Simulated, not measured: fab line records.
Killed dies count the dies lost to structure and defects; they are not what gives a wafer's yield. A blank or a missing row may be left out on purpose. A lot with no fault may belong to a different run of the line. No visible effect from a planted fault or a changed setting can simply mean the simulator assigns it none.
Which of the tools did it? ; flow rit-cmos ; 6 lots, 18 wafers sampled, at 2 steps of a route of 202

== WHAT THE GAUGES SHOWED, per wafer ==
RIT_PSD_OVL_MEAS_06.
lot;measured;on;PSD_OVL (nm)
L457;day 3 16:37;overlay-02;-0.2 0.6 -1.6
L459;day 4 07:39;overlay-01;-0.3 -2.6 0.7
L462;day 4 22:16;overlay-01;-1.0 0.4 -2.1
L465;day 5 09:10;overlay-01;0.1 -0.5 -0.3
L475;day 7 21:38;overlay-02;-0.3 -1.4 -1.6
L476;day 8 04:08;overlay-01;1.7 0.2 -0.8

== EACH LOT AND THE TOOL THAT RAN IT (in order: tool; ch and the chambers of the sampled wafers; start) ==
lot;RIT_PSD_EXPOSE_03
L457;iline-stepper-01 ch 0, day 3 16:14
L459;iline-stepper-01 ch 0, day 4 07:16
L462;iline-stepper-02 ch 0, day 4 21:47
L465;iline-stepper-01 ch 0, day 5 08:46
L475;iline-stepper-02 ch 0, day 7 21:17
L476;iline-stepper-02 ch 0, day 8 03:44
- RIT_PSD_EXPOSE_03: exposes mask M10, target cd 40900 nm.

== THE ANSWER, worked out from the rows above alone ==
Rule: what is usual is taken from the lots themselves. Put in order of their means at a reading, lots are off if they are a third of the lots or fewer, leave a main group of 4 or more, and stand apart from it by a gap of 3 or more times the standard deviation of the main group's means; of several such gaps the widest counts. If all means in a main group match to the digits the tables above print for the reading, that group is not used. A lot without any number at a reading at which 4 lots or more have one is off too. The other lots that the step has rows for count as sound.
No lot is off at any reading shown: from this, nothing can be told.

== WHAT THE SIMULATOR PUT IN ==
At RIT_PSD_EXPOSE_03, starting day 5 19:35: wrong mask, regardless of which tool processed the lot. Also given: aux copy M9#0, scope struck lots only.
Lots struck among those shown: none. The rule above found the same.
